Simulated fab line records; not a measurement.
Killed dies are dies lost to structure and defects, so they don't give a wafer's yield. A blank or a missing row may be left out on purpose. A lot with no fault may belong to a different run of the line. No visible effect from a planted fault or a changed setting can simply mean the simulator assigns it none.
fab line records	flow berkeleyCmos170
record: lots: 14	wafers: 42	lastDay: 12
route steps=331 shown PSD@181 CONTACT@217 M1@247 M3@328
lots with no fault: from the same line, run without faults
startH: the number of hours between the record's first day and the start of the first shown wafer of the lot	waitH: how many hours have passed since the lot's step before this one	" same as the row above	L1.1+2: a single row standing in for several wafers	- no value, or no start was given	* or withheld: withheld	< > ~ a bound
route shown NAME@n: a module of which the file shows steps, and the number in the route of the first	usual: average and standard deviation across the fault-free wafers	same: alike in all rows	chamber/n: place in a boat	sites: per-site readings	_std_site: standard deviation of those values	_edge_site: outer sites' mean less inner sites'	radiusMm: for every site, how far away it sits from the centre of the wafer	mask NAME#n: copy n	behind: the last tool/chamber to shape the wafer	hold: why the lot was held/for how many hours/how that ended	device: which transistor (n, p or np) failed to switch	end of line: the route-end tests of the same wafers	for a step that has no rows: nothing shown but its recipe	killed: not the wafer's yield, but the dies lost to structure and defects at the first sort	map: per-die view of a wafer (x killed, . not killed, _ where there is no die)
set.NAME: the setting the step ran with; set.NAME@STEP: the setting that earlier step ran with	model.NAME: the simulator's own value behind a step, which no gauge read
a sample of lots followed through the steps of the route, with each step as a table and each wafer as a row
services: when a tool's chamber went out of use (startH, in hours from the record's first day, below 0 if earlier), for how many hours, and the reason
== steps ==
step: UCB170_PSD_CD_MEAS_06
recipe: targetCdNm: 1200
usual: cdNm: 1200.2/1.2
lot.wafer	tool	chamber	startH	waitH	cdNm
L206.2	cdSem-01	-	150.72	-	1199.8
L206.5	"	-	"	"	1200.6
L206.6	"	-	"	"	1200.7
L207.2	cdSem-02	-	155.21	-	1201.5
L207.3	"	-	"	"	1200.9
L207.4	"	-	"	"	1200.7
L209.3	cdSem-02	-	161.77	-	1200.6
L209.5	"	-	"	"	1200.2
L209.6	"	-	"	"	1201.9
L217.1	cdSem-01	-	199.71	-	1200.5
L217.4	"	-	"	"	1199.3
L217.6	"	-	"	"	1200.0
L216.4	cdSem-02	-	199.82	-	1199.7
L216.5	"	-	"	"	1200.4
L216.6	"	-	"	"	1199.4
L218.1	cdSem-02	-	199.98	-	1199.5
L218.5	"	-	"	"	1198.6
L218.6	"	-	"	"	1199.5
L220.2	cdSem-02	-	224.24	-	1197.6
L220.3	"	-	"	"	1198.2
L220.4	"	-	"	"	1197.7
L221.1	cdSem-01	-	224.34	-	1199.0
L221.2	"	-	"	"	1200.3
L221.6	"	-	"	"	1199.4
L222.4	cdSem-02	-	224.56	-	1201.7
L222.5	"	-	"	"	1201.2
L222.6	"	-	"	"	1200.9
L223.3	cdSem-01	-	224.59	-	1199.7
L223.5	"	-	"	"	1199.8
L223.6	"	-	"	"	1201.4
L224.3	cdSem-02	-	224.71	-	1199.8
L224.5	"	-	"	"	1201.5
L224.6	"	-	"	"	1200.9
L226.1	cdSem-01	-	240.48	-	1198.5
L226.2	"	-	"	"	1198.1
L226.6	"	-	"	"	1200.3
L225.3	cdSem-02	-	240.52	-	1201.2
L225.4	"	-	"	"	1201.0
L225.6	"	-	"	"	1201.4
L227.2	cdSem-02	-	246.87	-	1201.9
L227.5	"	-	"	"	1203.9
L227.6	"	-	"	"	1203.5
step: UCB170_CONTACT_CVD_01
recipe: material: PSG	targetThkNm: 700	tempC: 450	precursor: SiH4/O2/PH3	timeS: 2820	pressureMtorr: 300	sih4FlowSccm: 60	o2FlowSccm: 90	ph3FlowSccm: 25
usual: sih4FlowSccm: 59.99/0.18
lot.wafer	tool	chamber	startH	waitH	sih4FlowSccm
L206.2	lpcvd-02	0	155.21	0.0	59.85
L206.5	"	0	"	"	59.94
L206.6	"	0	"	"	60.00
L207.2	lpcvd-02	0	159.39	0.0	59.88
L207.3	"	0	"	"	59.89
L207.4	"	0	"	"	59.84
L209.3	lpcvd-02	0	166.54	0.0	60.02
L209.5	"	0	"	"	60.10
L209.6	"	0	"	"	59.87
L216.4	lpcvd-01	0	207.55	1.6	60.06
L216.5	"	0	"	"	60.27
L216.6	"	0	"	"	60.10
L217.1	lpcvd-01	1	207.55	1.6	60.51
L217.4	"	1	"	"	60.34
L217.6	"	1	"	"	60.23
L218.1	lpcvd-01	1	207.55	1.4	59.74
L218.5	"	1	"	"	59.59
L218.6	"	1	"	"	59.89
L220.2	lpcvd-02	0	229.38	0.0	59.92
L220.3	"	0	"	"	60.11
L220.4	"	0	"	"	60.21
L221.1	lpcvd-02	1	229.38	0.0	59.96
L221.2	"	1	"	"	59.88
L221.6	"	1	"	"	60.09
L222.4	lpcvd-01	1	229.61	0.0	59.68
L222.5	"	1	"	"	59.94
L222.6	"	1	"	"	59.80
L223.3	lpcvd-01	1	231.39	1.5	60.16
L223.5	"	1	"	"	60.23
L223.6	"	1	"	"	60.32
L224.3	lpcvd-01	0	231.39	1.3	60.07
L224.5	"	0	"	"	60.02
L224.6	"	0	"	"	59.92
L225.3	lpcvd-01	1	248.08	0.0	60.11
L225.4	"	1	"	"	59.99
L225.6	"	1	"	"	60.15
L226.1	lpcvd-01	0	248.08	0.0	59.64
L226.2	"	0	"	"	60.02
L226.6	"	0	"	"	60.01
L227.2	lpcvd-02	0	252.20	0.0	60.06
L227.5	"	0	"	"	59.98
L227.6	"	0	"	"	60.01
step: UCB170_CONTACT_THK_MEAS_02
recipe: reads: PSG_of_CONTACT_CVD_01
usual: CONTACT_PSG_THK: 697/6.5
lot.wafer	tool	chamber	startH	waitH	CONTACT_PSG_THK[nm]
L206.2	filmMetro-02	-	157.00	0.0	693
L206.5	"	-	"	"	693
L206.6	"	-	"	"	694
L207.2	filmMetro-03	-	161.19	0.0	751
L207.3	"	-	"	"	745
L207.4	"	-	"	"	751
L209.3	filmMetro-01	-	168.34	0.0	743
L209.5	"	-	"	"	739
L209.6	"	-	"	"	743
L217.1	filmMetro-03	-	209.33	0.0	690
L217.4	"	-	"	"	695
L217.6	"	-	"	"	698
L218.1	filmMetro-01	-	209.33	0.0	703
L218.5	"	-	"	"	702
L218.6	"	-	"	"	697
L216.4	filmMetro-03	-	209.42	0.1	699
L216.5	"	-	"	"	696
L216.6	"	-	"	"	697
L221.1	filmMetro-01	-	231.16	0.0	710
L221.2	"	-	"	"	697
L221.6	"	-	"	"	708
L220.2	filmMetro-03	-	231.17	0.0	694
L220.3	"	-	"	"	692
L220.4	"	-	"	"	692
L222.4	filmMetro-03	-	231.42	0.0	689
L222.5	"	-	"	"	686
L222.6	"	-	"	"	681
L223.3	filmMetro-03	-	234.09	0.0	699
L223.5	"	-	"	"	699
L223.6	"	-	"	"	698
L224.3	filmMetro-02	-	234.09	0.0	696
L224.5	"	-	"	"	699
L224.6	"	-	"	"	694
L226.1	filmMetro-02	-	249.86	0.0	693
L226.2	"	-	"	"	696
L226.6	"	-	"	"	695
L225.3	filmMetro-01	-	249.88	0.0	693
L225.4	"	-	"	"	694
L225.6	"	-	"	"	694
L227.2	filmMetro-01	-	254.00	0.0	700
L227.5	"	-	"	"	705
L227.6	"	-	"	"	701
step: UCB170_CONTACT_ETCH_18
recipe: chemistry: CHF3/CF4/Ar	target: PSG	stopOn: TiSi2	CHF3_flow_sccm: 45	cf4FlowSccm: 15	Ar_flow_sccm: 150	pressureMtorr: 200	rfW: 700	targetDepthA: 8400	overEtchFrac: 0.2	timeS: 195
usual: drypumpMotorCurrentA: 5.6/0.49	mfcArSccm: 149.9/0.46	oesProductAu: 0.890/0.015	throttleValvePct: 6.87/0.16
same: overEtchFrac: 0.2
lot.wafer	tool	chamber	startH	waitH	drypumpMotorCurrentA	mfcArSccm	oesProductAu	rfHoursCounterH	throttleValvePct
L206.2	rieDiel-03	1	-	-	6.1	150.5	0.865	18	7.01
L206.5	"	1	"	"	6.1	150.4	0.863	-	7.02
L206.6	"	2	"	"	5.2	150.0	0.871	-	7.21
L207.2	rieDiel-02	2	-	-	5.5	150.5	0.929	43	6.63
L207.3	"	0	"	"	5.5	150.4	0.961	1	6.86
L207.4	"	0	"	"	5.5	150.2	0.965	-	6.85
L209.3	rieDiel-02	2	-	-	5.6	149.9	0.920	44	6.63
L209.5	"	2	"	"	5.5	150.0	0.925	-	6.62
L209.6	"	0	"	"	5.5	150.2	0.948	-	6.86
L217.1	rieDiel-01	0	-	-	6.2	150.6	0.899	31	7.02
L217.4	"	3	"	"	6.4	150.0	0.896	115	6.83
L217.6	"	2	"	"	5.0	149.9	0.870	-	6.82
L218.1	rieDiel-03	2	-	-	5.2	149.8	0.887	16	7.17
L218.5	"	1	"	"	6.1	150.0	0.873	-	7.00
L218.6	"	0	"	"	5.1	149.9	0.894	-	7.18
L216.4	rieDiel-01	1	-	-	5.4	150.9	0.894	80	6.65
L216.5	"	1	"	"	5.5	150.8	0.898	-	6.65
L216.6	"	2	"	"	4.9	150.1	0.876	-	6.82
L220.2	rieDiel-01	2	-	-	4.9	149.8	0.872	18	6.83
L220.3	"	3	"	"	6.4	150.4	0.890	116	6.83
L220.4	"	3	"	"	6.5	150.3	0.894	-	6.81
L221.1	rieDiel-02	2	-	-	5.5	150.0	0.897	46	6.62
L221.2	"	1	"	"	5.7	150.0	0.899	31	6.92
L221.6	"	3	"	"	5.7	149.7	0.894	-	6.80
L222.4	rieDiel-03	1	-	-	6.1	150.2	0.846	-	7.02
L222.5	"	0	"	"	5.1	149.3	0.880	-	7.19
L222.6	"	2	"	"	5.2	149.4	0.873	-	7.18
L223.3	rieDiel-01	2	-	-	4.9	149.9	0.881	18	6.85
L223.5	"	0	"	"	6.2	149.9	0.905	-	6.99
L223.6	"	2	"	"	4.9	149.5	0.870	-	6.83
L224.3	rieDiel-02	2	-	-	5.5	150.0	0.895	47	6.61
L224.5	"	3	"	"	5.7	149.6	0.889	-	6.79
L224.6	"	0	"	"	5.5	150.2	0.911	-	6.85
L226.1	rieDiel-03	1	-	-	6.1	148.9	0.861	23	7.01
L226.2	"	3	"	"	5.6	150.4	0.902	5	6.84
L226.6	"	3	"	"	5.5	150.2	0.897	-	6.85
L225.3	rieDiel-01	1	-	-	5.5	149.7	0.884	81	6.64
L225.4	"	3	"	"	6.4	149.7	0.896	-	6.83
L225.6	"	1	"	"	5.5	150.1	0.887	-	6.66
L227.2	rieDiel-02	1	-	-	5.6	149.5	0.895	32	6.90
L227.5	"	3	"	"	5.7	149.6	0.889	-	6.78
L227.6	"	2	"	"	5.5	150.3	0.898	-	6.64
step: UCB170_M1_CD_MEAS_09
recipe: targetCdNm: 700
usual: cdNm: 699.9/1.2
lot.wafer	tool	chamber	startH	waitH	cdNm
L206.2	cdSem-02	-	161.02	-	698.1
L206.5	"	-	"	"	697.4
L206.6	"	-	"	"	698.3
L207.2	cdSem-01	-	165.70	-	698.6
L207.3	"	-	"	"	699.2
L207.4	"	-	"	"	699.0
L209.3	cdSem-02	-	172.02	-	698.8
L209.5	"	-	"	"	698.9
L209.6	"	-	"	"	700.4
L217.1	cdSem-02	-	213.73	-	699.0
L217.4	"	-	"	"	698.5
L217.6	"	-	"	"	698.3
L218.1	cdSem-01	-	213.88	-	698.1
L218.5	"	-	"	"	698.4
L218.6	"	-	"	"	698.4
L216.4	cdSem-01	-	214.22	-	701.0
L216.5	"	-	"	"	700.4
L216.6	"	-	"	"	702.0
L220.2	cdSem-02	-	235.55	-	700.1
L220.3	"	-	"	"	699.9
L220.4	"	-	"	"	701.0
L221.1	cdSem-02	-	235.91	-	699.2
L221.2	"	-	"	"	698.8
L221.6	"	-	"	"	699.8
L222.4	cdSem-02	-	236.64	-	699.5
L222.5	"	-	"	"	699.6
L222.6	"	-	"	"	699.2
L223.3	cdSem-01	-	238.50	-	700.4
L223.5	"	-	"	"	699.6
L223.6	"	-	"	"	700.1
L224.3	cdSem-02	-	238.83	-	699.2
L224.5	"	-	"	"	700.6
L224.6	"	-	"	"	700.3
L226.1	cdSem-01	-	254.61	-	701.4
L226.2	"	-	"	"	700.8
L226.6	"	-	"	"	701.2
L225.3	cdSem-01	-	254.93	-	699.8
L225.4	"	-	"	"	699.6
L225.6	"	-	"	"	699.1
L227.2	cdSem-01	-	257.97	-	700.5
L227.5	"	-	"	"	699.6
L227.6	"	-	"	"	700.4
step: UCB170_M3_STRIP_19
recipe: chemistry: O2	powerW: 400	pressureMtorr: 3500	platenTempC: withheld	o2FlowSccm: 400	overashFraction: 0.5
usual: drypumpMotorCurrentA: 5.91/0.25	oesProductAu: 0.512/0.024
same: overashFraction: 0.5
lot.wafer	tool	chamber	startH	waitH	drypumpMotorCurrentA	oesProductAu	rfHoursCounterH
L206.2	plasmaAsher-02	1	176.05	0.1	6.22	0.519	7
L206.5	"	0	"	"	5.73	0.509	-
L206.6	"	1	"	"	6.23	0.550	-
L207.2	plasmaAsher-01	0	183.78	0.1	5.66	0.503	43
L207.3	"	0	"	"	5.65	0.496	-
L207.4	"	1	"	"	6.16	0.514	-
L209.3	plasmaAsher-03	1	188.33	0.1	6.06	0.483	-
L209.5	"	0	"	"	5.64	0.485	-
L209.6	"	1	"	"	6.06	0.524	-
L217.1	plasmaAsher-01	1	234.90	0.1	6.16	0.515	49
L217.4	"	1	"	"	6.17	0.485	-
L217.6	"	0	"	"	5.65	0.481	-
L216.4	plasmaAsher-03	1	234.92	0.1	6.07	0.503	-
L216.5	"	1	"	"	6.05	0.508	-
L216.6	"	0	"	"	5.63	0.543	-
L218.1	plasmaAsher-02	1	235.07	0.1	6.26	0.482	14
L218.5	"	1	"	"	6.29	0.513	-
L218.6	"	0	"	"	5.73	0.481	-
L221.1	plasmaAsher-02	0	254.17	0.1	5.80	0.485	16
L221.2	"	1	"	"	6.23	0.528	16
L221.6	"	0	"	"	5.77	0.523	-
L220.2	plasmaAsher-01	0	254.19	0.1	5.66	0.485	52
L220.3	"	0	"	"	5.67	0.479	-
L220.4	"	1	"	"	6.16	0.511	-
L222.4	plasmaAsher-03	0	255.00	0.2	5.62	0.496	-
L222.5	"	1	"	"	6.05	0.493	-
L222.6	"	0	"	"	5.60	0.499	-
L223.3	plasmaAsher-03	0	255.22	0.1	5.62	0.518	-
L223.5	"	0	"	"	5.62	0.480	-
L223.6	"	1	"	"	6.05	0.514	-
L224.3	plasmaAsher-03	0	255.77	0.2	5.63	0.498	-
L224.5	"	0	"	"	5.62	0.494	-
L224.6	"	1	"	"	6.06	0.488	-
L226.1	plasmaAsher-03	1	270.46	0.3	6.05	0.544	57
L226.2	"	0	"	"	5.63	0.552	57
L226.6	"	0	"	"	5.62	0.542	-
L225.3	plasmaAsher-02	0	270.48	0.1	5.78	0.543	-
L225.4	"	1	"	"	6.25	0.501	-
L225.6	"	1	"	"	6.27	0.504	-
L227.2	plasmaAsher-01	0	275.60	0.1	5.65	0.467	54
L227.5	"	1	"	"	6.17	0.523	-
L227.6	"	0	"	"	5.66	0.478	-
== services ==
tool	chamber	startH	hours	kind
rieDiel-03	3	135.89	-	clean
rieDiel-03	3	135.89	15.0	scheduledDown
rieDiel-03	3	135.89	15.0	ventCycle
rieDiel-02	-	145.34	14.6	pm
rieDiel-01	0	159.44	3.1	repair
rieDiel-02	1	160.91	10.0	repair
lpcvd-02	-	170.24	6.0	pm
rieDiel-01	1	187.11	11.5	repair
rieDiel-01	2	188.81	6.6	repair
rieDiel-03	2	196.71	7.8	repair
rieDiel-02	1	201.84	2.5	repair
rieDiel-01	1	224.56	21.4	repair
rieDiel-01	-	226.35	0.3	repair
rieDiel-03	3	227.84	10.3	repair
rieDiel-01	2	247.26	18.7	repair
rieDiel-03	0	248.40	3.6	repair
plasmaAsher-02	-	254.64	1.4	repair
plasmaAsher-02	-	256.97	3.3	repair
plasmaAsher-03	-	261.99	0.7	repair
== key ==
firstSign: step: UCB170_CONTACT_THK_MEAS_02	reading: CONTACT_PSG_THK	direction: up	sigmas: 7.5	usual: 697	struck: 745
effect: step: UCB170_CONTACT_ETCH_18	reading: oesProductAu	direction: up	sigmas: 3.4	usual: 0.890	struck: 0.941
metAt UCB170_CONTACT_CVD_01
struckLots L207,L209
struckWafers L207.2,L207.3,L207.4,L209.3,L209.5,L209.6
testerLeftOut L207,L209
notActingAt UCB170_PSD_CD_MEAS_06,UCB170_M1_CD_MEAS_09,UCB170_M3_STRIP_19
onsetBetween 155.21 159.39
fault: kind: processParameterDrift	tool: lpcvd-02	chamber: 0	onsetH: 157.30	steps: UCB170_CONTACT_CVD_01	channel: targetThkNm	offset: 42	shape: step	endH: 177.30	actsIn: theseRecipesOnly	stated: 700
testerLeftOut: of these lots the tester's yield and bins aren't shown, on N5 and GAA mostly nor the transistor test; their killed dies are dies lost to structure and defects alone, not to doping, threshold or leakage, so they don't give the yield
